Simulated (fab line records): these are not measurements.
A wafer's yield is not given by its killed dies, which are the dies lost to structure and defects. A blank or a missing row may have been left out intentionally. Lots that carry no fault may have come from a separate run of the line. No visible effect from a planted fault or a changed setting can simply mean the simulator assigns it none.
What tool caused it?    flow rit-cmos    14 lots with 42 wafers sampled at 3 steps, on a route of 202 steps

== WHAT THE GAUGES READ, wafer by wafer ==
RIT_PLDD_TW_MEAS_10.
lot   measured     on             PLDD_TW
L180  day 3 04:56  film-metro-02  2317 2310 2323
L181  day 3 10:01  film-metro-01  2294 2288 2297
L182  day 3 12:13  film-metro-02  2310 2325 2322
L183  day 3 20:13  film-metro-01  2303 2294 2299
L184  day 3 23:18  film-metro-03  2348 2347 2337
L185  day 4 07:35  film-metro-01  1453 1445 1448
L186  day 4 10:08  film-metro-02  1488 1489 1488
L195  day 6 06:17  film-metro-02  2368 2354 2354
L196  day 6 13:28  film-metro-01  2283 2283 2291
L197  day 6 19:04  film-metro-01  2283 2283 2271
L198  day 6 22:52  film-metro-03  2374 2378 2352
L199  day 7 00:58  film-metro-02  2348 2329 2344
L200  day 7 07:46  film-metro-01  2307 2299 2297
L201  day 7 14:29  film-metro-02  2345 2350 2340

RIT_SDANNEAL_RS_MEAS_06: a four-point-probe measurement.
lot   measured     on             PLDD_RS (ohm/sq)
L180  day 3 11:07  film-metro-01  178.2 178.7 178.2
L181  day 3 16:56  film-metro-03  178.8 178.7 179.0
L182  day 3 18:56  film-metro-03  178.6 178.5 178.2
L183  day 4 03:18  film-metro-01  178.5 178.7 178.4
L184  day 4 05:29  film-metro-03  178.2 178.0 178.4
L185  day 4 14:24  film-metro-03  601.7 605.3 606.1
L186  day 4 17:13  film-metro-03  575.5 570.2 570.9
L195  day 6 12:51  film-metro-01  178.9 178.9 179.1
L196  day 6 20:02  film-metro-01  178.2 177.9 178.6
L197  day 7 01:37  film-metro-01  178.7 179.1 178.4
L198  day 7 05:50  film-metro-03  178.4 178.6 178.7
L199  day 7 08:25  film-metro-02  179.0 179.3 178.8
L200  day 7 14:52  film-metro-01  178.1 178.4 177.9
L201  day 7 20:49  film-metro-02  178.5 178.5 178.7

== EACH LOT AND THE TOOL THAT RAN IT (in order: tool; ch and the chambers of the sampled wafers; start) ==
lot   RIT_PLDD_IMPLANT_08
L180  implanter-03 ch 0, day 3 04:38
L181  implanter-02 ch 0, day 3 09:42
L182  implanter-03 ch 0, day 3 11:55
L183  implanter-02 ch 0, day 3 19:55
L184  implanter-03 ch 0, day 3 22:58
L185  implanter-03 ch 0, day 4 07:16
L186  implanter-03 ch 0, day 4 09:50
L195  implanter-02 ch 0, day 6 05:59
L196  implanter-02 ch 0, day 6 13:10
L197  implanter-04 ch 0, day 6 18:45
L198  implanter-02 ch 0, day 6 22:32
L199  implanter-04 ch 0, day 7 00:40
L200  implanter-02 ch 0, day 7 07:26
L201  implanter-02 ch 0, day 7 14:09
- RIT_PLDD_IMPLANT_08

== WHAT THE TOOLS THEMSELVES READ (means of the sampled wafers that have a number; where no wafer has one, the mark that the record gives instead) ==
RIT_PLDD_IMPLANT_08.
lot   tool          dose-ions-cm2  end-station-pressure-torr (Torr)  faraday-current-uA
L180  implanter-03  9.018e+14      7.2e-06                           2804
L181  implanter-02  9.005e+14      7.5e-06                           2828
L182  implanter-03  8.998e+14      7.1e-06                           2837
L183  implanter-02  8.992e+14      7.8e-06                           2801
L184  implanter-03  9.004e+14      7.4e-06                           2783
L185  implanter-03  1.797e+14      5.2e-06                           567
L186  implanter-03  1.801e+14      5.5e-06                           568
L195  implanter-02  9.002e+14      7.7e-06                           2847
L196  implanter-02  9.002e+14      6.9e-06                           2757
L197  implanter-04  9.009e+14      7.3e-06                           2842
L198  implanter-02  9.012e+14      7.4e-06                           2827
L199  implanter-04  9.009e+14      7.3e-06                           2873
L200  implanter-02  8.994e+14      7.4e-06                           2824
L201  implanter-02  8.993e+14      7.8e-06                           2823

== THE ANSWER, worked out from the rows above alone ==
Rule: usual is defined by the lots themselves. The widest of any qualifying gaps counts: lots, ordered by their means at a reading, are off when they make up no more than a third of the lots, leave a main group of 4 or more, and stand apart from it by 3 or more times the standard deviation of that group's means. A main group whose means are all the same, to the digits that the tables above print for the reading, isn't used. A lot without any number at a reading at which 4 lots or more have one is off too. Any other lot the step has rows for is counted as sound. Order of review: gauges by route order, followed by the tools' own readings, for which a lot's mean as printed above is used. At the first step where some lot is off, the reading lying furthest off is the one used; lots without a number count as furthest.
Off: L185, L186, seen at RIT_PLDD_TW_MEAS_10 (PLDD_TW). Main group: mean 2321, sd 29.
A tool fits if, at a process step before that reading, it ran every lot that is off, and no sound lot after the first of them. The gauges at RIT_PLDD_TW_MEAS_10 aren't tried: what is off there is off at RIT_SDANNEAL_RS_MEAS_06 too, on other tools, and a gauge's error can't cause that. One fits: implanter-03 at RIT_PLDD_IMPLANT_08. Its last sound lot is L184 (day 3 22:58), its first lot that is off L185 (day 4 07:16): a fault that began between those two fits.
The tool's own readings at RIT_PLDD_IMPLANT_08 bear it out: on the lots that are off they differ by more than 5 times the standard deviation of the sound lots' means. dose-ions-cm2 reads 1.799e+14 there against 9.003e+14 on the sound lots; end-station-pressure-torr reads 5.3e-06 Torr there against 7.4e-06 Torr on the sound lots; faraday-current-uA reads 568 there against 2820 on the sound lots.

== WHAT WAS PUT IN BY THE SIMULATOR ==
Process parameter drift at RIT_PLDD_IMPLANT_08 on implanter-03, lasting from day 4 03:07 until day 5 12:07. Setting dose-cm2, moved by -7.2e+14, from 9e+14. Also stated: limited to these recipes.
Struck lots among those shown: L185, L186. The rule above found the same.
